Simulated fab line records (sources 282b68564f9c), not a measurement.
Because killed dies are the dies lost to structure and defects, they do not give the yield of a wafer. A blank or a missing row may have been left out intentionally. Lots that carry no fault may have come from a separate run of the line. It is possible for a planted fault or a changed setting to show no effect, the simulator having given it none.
fab line records -- flow rit_cmos
record: lots: 6, wafers: 18, last_day: 7
route steps=202 shown NLDD@160 SILICIDE@161 CONTACT@168 M1@202
lots with no fault: from the same line, run without faults
start_h: hours from the record's opening day to when the first of the lot's shown wafers began -- wait_h: hours from the lot's prior step to this one -- " as in the row above -- L1.1+2: a single row standing in for several wafers -- - no value present, or no start provided -- * or withheld: withheld -- < > ~ a bound
route shown NAME@n: NAME is a module with steps in the file, n the number in the route of the first one -- usual: average and standard deviation across the fault-free wafers -- same: alike in all rows -- chamber/n: place in a boat -- sites: the reading at each site -- _std_site: how widely they spread, as a standard deviation -- _edge_site: outer sites' mean less inner sites' -- radius_mm: how far each site lies from the wafer's centre -- mask NAME#n: copy n -- behind: the most recent tool/chamber to have shaped the wafer -- hold: why the lot went on hold/how many hours it stayed there/how the hold came to an end -- device: the n, p or np transistor that did not switch -- end of line: the same wafers' tests at the end of the route -- for a step that has no rows: nothing shown but its recipe -- killed: the dies lost at the first sort to structure and to defects; this is not the yield of the wafer -- map: dies across one wafer; x = killed, . = not, _ = none there
set.NAME: the setting as run; set.NAME@STEP: as run at that earlier step -- model.NAME: the simulator's own value behind a step, which no gauge read
lots at some steps of the route; a table a step, a row a wafer
services: a tool's chamber out of use, with start hour (start_h, from the record's first day; less than 0 if before it), hours out, and reason
== steps ==
step: RIT_SDANNEAL_RS_MEAS_07
recipe: thk_meas_gauge: four-point-probe
usual: NLDD_RS: 151.9/0.6
lot.wafer,tool,chamber,start_h,wait_h,NLDD_RS[ohm/sq]
L454.1,film_metro-02,-,69.62,0.1,152.1
L454.4,film_metro-02,-,69.62,0.1,152.6
L454.5,film_metro-02,-,69.62,0.1,151.8
L455.1,film_metro-03,-,73.23,0.1,153.1
L455.4,film_metro-03,-,73.23,0.1,152.0
L455.6,film_metro-03,-,73.23,0.1,152.6
L461.2,film_metro-04,-,100.23,0.1,152.0
L461.3,film_metro-04,-,100.23,0.1,151.9
L461.5,film_metro-04,-,100.23,0.1,152.1
L464.2,film_metro-03,-,114.67,0.1,151.7
L464.3,film_metro-03,-,114.67,0.1,152.3
L464.4,film_metro-03,-,114.67,0.1,151.9
L472.3,film_metro-04,-,149.99,0.1,152.5
L472.4,film_metro-04,-,149.99,0.1,152.0
L472.6,film_metro-04,-,149.99,0.1,152.7
L473.2,film_metro-04,-,153.71,0.1,151.5
L473.3,film_metro-04,-,153.71,0.1,150.9
L473.5,film_metro-04,-,153.71,0.1,151.1
step: RIT_SILICIDE_WET_ETCH_00
recipe: chemistry: BOE, target: SiO2, target_depth_nm: 14, time_s: 15, dry: n2_spin, dilution: 10:1, temp_c: 21.5
step: RIT_SILICIDE_SPUTTER_01
recipe: material: Ti, target_thk_nm: 30, power_w: 350, chamber_pressure_pa: 0.667, gas: Ar, time_s: 240, substrate_temp_c: 25
usual: throttle_valve_pct: 30.1/1.1
lot.wafer,tool,chamber,start_h,wait_h,throttle_valve_pct
L454.1,pvd_sputter-01,-,69.75,0.0,30.2
L454.4,pvd_sputter-01,-,69.75,0.0,29.7
L454.5,pvd_sputter-01,-,69.75,0.0,30.5
L455.1,pvd_sputter-03,-,73.36,0.0,29.8
L455.4,pvd_sputter-03,-,73.36,0.0,30.7
L455.6,pvd_sputter-03,-,73.36,0.0,30.5
L461.2,pvd_sputter-03,-,100.34,0.0,30.5
L461.3,pvd_sputter-03,-,100.34,0.0,30.7
L461.5,pvd_sputter-03,-,100.34,0.0,30.8
L464.2,pvd_sputter-02,-,114.78,0.0,30.5
L464.3,pvd_sputter-02,-,114.78,0.0,31.8
L464.4,pvd_sputter-02,-,114.78,0.0,27.6
L472.3,pvd_sputter-02,-,150.08,0.0,32.0
L472.4,pvd_sputter-02,-,150.08,0.0,30.4
L472.6,pvd_sputter-02,-,150.08,0.0,31.9
L473.2,pvd_sputter-03,-,153.82,0.0,29.4
L473.3,pvd_sputter-03,-,153.82,0.0,29.8
L473.5,pvd_sputter-03,-,153.82,0.0,30.7
step: RIT_SILICIDE_RS_MEAS_02
recipe: thk_meas_gauge: four-point-probe, reads: Ti_of_SILICIDE_SPUTTER_01
usual: SILICIDE_TI_RS: 47.9/0.77
lot.wafer,tool,chamber,start_h,wait_h,SILICIDE_TI_RS[ohm/sq]
L454.1,film_metro-03,-,69.90,0.1,48.3
L454.4,film_metro-03,-,69.90,0.1,48.7
L454.5,film_metro-03,-,69.90,0.1,48.0
L455.1,film_metro-01,-,73.51,0.1,47.9
L455.4,film_metro-01,-,73.51,0.1,48.2
L455.6,film_metro-01,-,73.51,0.1,48.7
L461.2,film_metro-03,-,100.51,0.1,48.6
L461.3,film_metro-03,-,100.51,0.1,48.9
L461.5,film_metro-03,-,100.51,0.1,48.7
L464.2,film_metro-02,-,114.95,0.1,48.2
L464.3,film_metro-02,-,114.95,0.1,46.5
L464.4,film_metro-02,-,114.95,0.1,47.9
L472.3,film_metro-01,-,150.27,0.1,46.8
L472.4,film_metro-01,-,150.27,0.1,48.3
L472.6,film_metro-01,-,150.27,0.1,46.7
L473.2,film_metro-01,-,153.99,0.1,48.0
L473.3,film_metro-01,-,153.99,0.1,47.9
L473.5,film_metro-01,-,153.99,0.1,49.2
step: RIT_SILICIDE_THK_MEAS_03
recipe: thk_meas_gauge: xrf, reads: Ti_of_SILICIDE_SPUTTER_01
usual: SILICIDE_TI_THK: 29.9/0.39
lot.wafer,tool,chamber,start_h,wait_h,SILICIDE_TI_THK[nm]
L454.1,film_metro-03,-,70.02,0.1,29.7
L454.4,film_metro-03,-,70.02,0.1,29.6
L454.5,film_metro-03,-,70.02,0.1,30.0
L455.1,film_metro-01,-,73.63,0.1,30.1
L455.4,film_metro-01,-,73.63,0.1,29.9
L455.6,film_metro-01,-,73.63,0.1,29.6
L461.2,film_metro-03,-,100.62,0.1,29.6
L461.3,film_metro-03,-,100.62,0.1,29.5
L461.5,film_metro-03,-,100.62,0.1,29.5
L464.2,film_metro-02,-,115.06,0.1,29.7
L464.3,film_metro-02,-,115.06,0.1,30.5
L464.4,film_metro-02,-,115.06,0.1,30.0
L472.3,film_metro-01,-,150.37,0.1,30.4
L472.4,film_metro-01,-,150.37,0.1,29.7
L472.6,film_metro-01,-,150.37,0.1,30.5
L473.2,film_metro-01,-,154.10,0.1,29.8
L473.3,film_metro-01,-,154.10,0.1,30.1
L473.5,film_metro-01,-,154.10,0.1,29.3
step: RIT_SILICIDE_RTA_04
recipe: temp_c: 650, time_s: 10, idle_temp_c: 25, ramp_up_s: 5, ramp_down_s: 5, cool_to_c: 25, ambient: N2
usual: wafer_temp_C_max: 652.5/0.62
lot.wafer,tool,chamber,start_h,wait_h,wafer_temp_C_max
L454.1,rtp_anneal-01,0,70.08,0.1,651.6
L454.4,rtp_anneal-01,0,70.08,0.1,652.1
L454.5,rtp_anneal-01,0,70.08,0.1,652.1
L455.1,rtp_anneal-02,0,73.69,0.1,654.1
L455.4,rtp_anneal-02,0,73.69,0.1,652.6
L455.6,rtp_anneal-02,0,73.69,0.1,652.7
L461.2,rtp_anneal-02,0,100.68,0.1,652.0
L461.3,rtp_anneal-02,0,100.68,0.1,652.4
L461.5,rtp_anneal-02,0,100.68,0.1,652.6
L464.2,rtp_anneal-01,0,115.13,0.1,652.7
L464.3,rtp_anneal-01,0,115.13,0.1,651.8
L464.4,rtp_anneal-01,0,115.13,0.1,651.8
L472.3,rtp_anneal-01,0,150.43,0.1,652.0
L472.4,rtp_anneal-01,0,150.43,0.1,652.5
L472.6,rtp_anneal-01,0,150.43,0.1,653.1
L473.2,rtp_anneal-02,0,154.16,0.1,652.7
L473.3,rtp_anneal-02,0,154.16,0.1,652.6
L473.5,rtp_anneal-02,0,154.16,0.1,652.2
step: RIT_SILICIDE_WET_ETCH_05
recipe: chemistry: SPM, target: Ti, temp_c: 90, time_s: 120, dry: n2_spin
step: RIT_SILICIDE_RTA_06
recipe: temp_c: 750, time_s: 10, idle_temp_c: 25, ramp_up_s: 5, ramp_down_s: 10, cool_to_c: 25, ambient: N2
usual: wafer_temp_C_max: 752.8/0.69
lot.wafer,tool,chamber,start_h,wait_h,wafer_temp_C_max
L454.1,rtp_anneal-02,0,70.25,0.0,753.2
L454.4,rtp_anneal-02,0,70.25,0.0,752.2
L454.5,rtp_anneal-02,0,70.25,0.0,753.1
L455.1,rtp_anneal-01,0,73.80,0.0,754.6
L455.4,rtp_anneal-01,0,73.80,0.0,751.8
L455.6,rtp_anneal-01,0,73.80,0.0,752.9
L461.2,rtp_anneal-01,0,100.79,0.0,752.0
L461.3,rtp_anneal-01,0,100.79,0.0,752.1
L461.5,rtp_anneal-01,0,100.79,0.0,753.0
L464.2,rtp_anneal-02,0,115.23,0.0,752.7
L464.3,rtp_anneal-02,0,115.23,0.0,753.1
L464.4,rtp_anneal-02,0,115.23,0.0,753.4
L472.3,rtp_anneal-02,0,150.54,0.0,754.9
L472.4,rtp_anneal-02,0,150.54,0.0,753.3
L472.6,rtp_anneal-02,0,150.54,0.0,752.8
L473.2,rtp_anneal-01,0,154.27,0.0,752.7
L473.3,rtp_anneal-01,0,154.27,0.0,752.4
L473.5,rtp_anneal-01,0,154.27,0.0,752.8
step: RIT_CONTACT_CVD_00
recipe: material: SiO2, target_thk_nm: 400, precursor: TEOS, temp_c: 390, time_s: 61, rf_w: 394.2
usual: heater_power_w: 321/38
lot.wafer,tool,chamber,start_h,wait_h,heater_power_w
L454.1,pecvd-03,2,70.31,0.1,277
L454.4,pecvd-03,0,70.31,0.1,398
L454.5,pecvd-03,1,70.31,0.1,309
L455.1,pecvd-02,2,73.87,0.1,365
L455.4,pecvd-02,0,73.87,0.1,295
L455.6,pecvd-02,2,73.87,0.1,362
L461.2,pecvd-02,1,100.85,0.0,309
L461.3,pecvd-02,2,100.85,0.0,319
L461.5,pecvd-02,0,100.85,0.0,314
L464.2,pecvd-02,2,115.29,0.0,335
L464.3,pecvd-02,0,115.29,0.0,349
L464.4,pecvd-02,2,115.29,0.0,349
L472.3,pecvd-03,0,150.59,0.0,371
L472.4,pecvd-03,0,150.59,0.0,384
L472.6,pecvd-03,1,150.59,0.0,296
L473.2,pecvd-02,0,154.32,0.0,334
L473.3,pecvd-02,2,154.32,0.0,301
L473.5,pecvd-02,2,154.32,0.0,315
step: RIT_CONTACT_THK_MEAS_01
recipe: reads: SiO2_of_CONTACT_CVD_00
usual: CONTACT_TEOS_THK: 399/6.7
lot.wafer,tool,chamber,start_h,wait_h,CONTACT_TEOS_THK[nm]
L454.1,film_metro-04,-,70.36,0.0,394
L454.4,film_metro-04,-,70.36,0.0,397
L454.5,film_metro-04,-,70.36,0.0,400
L455.1,film_metro-03,-,73.92,0.0,389
L455.4,film_metro-03,-,73.92,0.0,403
L455.6,film_metro-03,-,73.92,0.0,396
L461.2,film_metro-01,-,100.91,0.0,402
L461.3,film_metro-01,-,100.91,0.0,393
L461.5,film_metro-01,-,100.91,0.0,410
L464.2,film_metro-01,-,115.37,0.1,387
L464.3,film_metro-01,-,115.37,0.1,406
L464.4,film_metro-01,-,115.37,0.1,394
L472.3,film_metro-03,-,150.66,0.0,397
L472.4,film_metro-03,-,150.66,0.0,404
L472.6,film_metro-03,-,150.66,0.0,401
L473.2,film_metro-03,-,154.38,0.0,398
L473.3,film_metro-03,-,154.38,0.0,394
L473.5,film_metro-03,-,154.38,0.0,396
step: RIT_CONTACT_HMDS_02
recipe: prime_time_s: 60, prime_temp_c: 140
step: RIT_CONTACT_COAT_03
recipe: resist: NOVOLAK, spin_rpm: 3250, resist_thk_nm: 1000
step: RIT_CONTACT_SOFTBAKE_04
recipe: resist: NOVOLAK, temp_c: 90, time_s: 60
usual: chill_plate_temp_C: 23.00/0.1, exhaust_pa: 45.0/0.85, heater_power_total_W: 34.56/0.051, plate_temp_C: 89.99/0.11, resist_line_temp_C: 23.02/0.096
lot.wafer,tool,chamber,start_h,wait_h,chill_plate_temp_C,exhaust_pa,heater_power_total_W,plate_temp_C,resist_line_temp_C
L454.1,litho_track-04,0,71.03,0.1,22.92,44.3,34.51,89.93,23.17
L454.4,litho_track-04,0,71.03,0.1,23.02,43.8,34.54,89.94,22.91
L454.5,litho_track-04,0,71.03,0.1,23.04,45.0,34.59,90.11,22.99
L455.1,litho_track-01,0,74.44,0.1,23.04,45.7,34.57,89.91,23.06
L455.4,litho_track-01,0,74.44,0.1,22.96,43.6,34.53,89.87,23.00
L455.6,litho_track-01,0,74.44,0.1,23.00,44.9,34.66,90.10,23.16
L461.2,litho_track-01,0,101.31,0.1,23.05,42.3,34.93,90.69,23.10
L461.3,litho_track-01,0,101.31,0.1,23.04,43.6,34.97,91.11,22.98
L461.5,litho_track-01,0,101.31,0.1,23.02,44.1,34.93,90.72,22.92
L464.2,litho_track-01,0,115.75,0.1,23.14,45.0,34.94,90.86,22.98
L464.3,litho_track-01,0,115.75,0.1,22.96,44.7,35.00,90.71,23.08
L464.4,litho_track-01,0,115.75,0.1,23.05,43.6,34.99,90.83,23.04
L472.3,litho_track-02,0,151.05,0.1,22.95,44.5,34.46,89.98,22.97
L472.4,litho_track-02,0,151.05,0.1,22.99,42.9,34.51,90.03,22.81
L472.6,litho_track-02,0,151.05,0.1,23.13,44.6,34.60,90.07,23.00
L473.2,litho_track-02,0,154.76,0.1,22.83,45.1,34.56,90.04,22.92
L473.3,litho_track-02,0,154.76,0.1,22.85,44.8,34.59,89.98,22.99
L473.5,litho_track-02,0,154.76,0.1,22.98,45.0,34.57,90.04,23.12
step: RIT_CONTACT_EXPOSE_05
recipe: mask_id: M11, na: 0.6, source_shape: conventional, sigma_outer: 0.5, target_cd_nm: 1000, dose_mj: 250
step: RIT_M1_PROBE_99
usual: killed_at_contacts: 0.1/0.24, killed_at_front_end: 7/3.2, killed_dies: 7/3.2, killed_open: 3.4/2, killed_short: 3.5/2.2
same: gross_dies: 264, killed_at_M0_to_M3: 0, killed_at_M4_up: 0, killed_at_back_side: 0, killed_at_other: 0
lot.wafer,tool,chamber,start_h,wait_h,killed_at_contacts,killed_at_front_end,killed_dies,killed_open,killed_short
L454.1,prober-02,-,77.81,0.1,0,9,9,5,4
L454.4,prober-02,-,77.96,0.2,1,3,4,3,1
L454.5,prober-02,-,78.01,0.2,0,10,10,5,5
L455.1,prober-02,-,80.42,0.1,0,13,13,8,5
L455.4,prober-02,-,80.57,0.2,0,7,7,5,2
L455.6,prober-02,-,80.67,0.2,0,4,4,3,1
L461.2,prober-02,-,107.44,0.1,0,5,5,2,3
L461.3,prober-02,-,107.49,0.2,0,5,5,2,3
L461.5,prober-02,-,107.59,0.2,1,10,11,6,5
L464.2,prober-01,-,121.94,0.1,0,13,13,3,10
L464.3,prober-01,-,121.99,0.2,0,10,10,3,7
L464.4,prober-01,-,122.04,0.2,0,6,6,2,4
L473.2,prober-02,-,160.72,0.1,0,8,8,3,5
L473.3,prober-02,-,160.77,0.2,0,7,7,3,4
L473.5,prober-02,-,160.87,0.2,0,7,7,4,3
killed by level:class
L454.1 SILICIDE:geometric_particle:open=2 FOX1:geometric_particle:open=1 FOX2:geometric_particle:short=1 GATE:geometric_particle:open=1 GATE:geometric_particle:short=1 REOX:geometric_particle:open=1 SPACER:geometric_particle:short=1 SILICIDE:geometric_particle:short=1
L454.4 FOX2:geometric_particle:open=1 REOX:geometric_particle:open=1 SILICIDE:geometric_particle:open=1 CONTACT:geometric_particle:short=1
L454.5 FOX1:geometric_particle:short=2 GATE:geometric_particle:open=2 REOX:geometric_particle:open=2 SPACER:geometric_particle:short=2 FOX1:geometric_particle:open=1 SILICIDE:geometric_particle:short=1
L455.1 GATE:geometric_particle:open=4 SPACER:geometric_particle:open=3 GATE:geometric_particle:short=2 SPACER:geometric_particle:short=2 ACTIVE:geometric_particle:short=1 SILICIDE:geometric_particle:open=1
L455.4 GATE:geometric_particle:open=3 GATE:geometric_particle:short=2 REOX:geometric_particle:open=1 SPACER:geometric_particle:open=1
L455.6 FOX1:geometric_particle:open=2 GATE:geometric_particle:short=1 SPACER:geometric_particle:open=1
L461.2 GATE:geometric_particle:short=2 GATE:geometric_particle:open=2 SPACER:geometric_particle:short=1
L461.3 FOX2:geometric_particle:short=1 FOX2:geometric_particle:open=1 GATE:geometric_particle:open=1 GATE:geometric_particle:short=1 REOX:geometric_particle:short=1
L461.5 GATE:geometric_particle:open=3 GATE:geometric_particle:short=2 SPACER:geometric_particle:open=2 FOX1:geometric_particle:open=1 REOX:geometric_particle:short=1 SPACER:geometric_particle:short=1 CONTACT:geometric_particle:short=1
L464.2 FOX1:geometric_particle:short=3 GATE:geometric_particle:short=3 GATE:geometric_particle:open=2 REOX:geometric_particle:short=2 SPACER:geometric_particle:short=2 FOX1:geometric_particle:open=1
L464.3 GATE:geometric_particle:short=3 SPACER:geometric_particle:short=2 FOX1:geometric_particle:short=1 FOX1:geometric_particle:open=1 GATE:geometric_particle:open=1 SPACER:geometric_particle:open=1 SILICIDE:geometric_particle:short=1
L464.4 GATE:geometric_particle:short=2 FOX1:geometric_particle:short=1 FOX1:geometric_particle:open=1 FOX2:geometric_particle:open=1 SILICIDE:geometric_particle:short=1
L473.2 FOX2:geometric_particle:short=2 FOX2:geometric_particle:open=2 SPACER:geometric_particle:short=2 REOX:geometric_particle:short=1 SPACER:geometric_particle:open=1
L473.3 SPACER:geometric_particle:short=2 FOX1:geometric_particle:open=1 FOX2:geometric_particle:short=1 GATE:geometric_particle:short=1 GATE:geometric_particle:open=1 REOX:geometric_particle:open=1
L473.5 FOX2:geometric_particle:open=2 FOX1:geometric_particle:short=1 GATE:geometric_particle:short=1 REOX:geometric_particle:open=1 SPACER:geometric_particle:short=1 SPACER:geometric_particle:open=1
== services ==
tool,chamber,start_h,hours,kind
pecvd-03,0,55.13,3.2,repair
pvd_sputter-02,-,55.32,1.1,repair
pvd_sputter-03,-,67.15,2.3,repair
pvd_sputter-01,-,72.13,2.8,repair
pvd_sputter-02,-,74.57,2.5,repair
pecvd-02,-,77.47,0.3,repair
pecvd-03,2,107.05,5.6,repair
pecvd-02,1,114.88,9.0,repair
== key ==
first_sign: step: RIT_CONTACT_SOFTBAKE_04, reading: heater_power_total_W, direction: up, sigmas: 7.7, usual: 34.56, struck: 34.96
effect: step: RIT_CONTACT_SOFTBAKE_04, reading: plate_temp_C, direction: up, sigmas: 7.6, usual: *, struck: *
met_at RIT_CONTACT_SOFTBAKE_04
struck_wafers L461.2,L461.3,L461.5,L464.2,L464.3,L464.4
tester_left_out L461,L464
onset_between 74.44 101.31
fault: kind: process_parameter_drift, tool: litho_track-01, chamber: -, onset_h: 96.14, steps: RIT_CONTACT_SOFTBAKE_04, channel: temp_c, offset: *, shape: step, end_h: 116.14, acts_in: *, stated: *
tester_left_out: of these lots the tester's yield and bins aren't shown, on N5 and GAA mostly nor the transistor test; their killed dies are dies lost to structure and defects alone, not to doping, threshold or leakage, so they don't give the yield
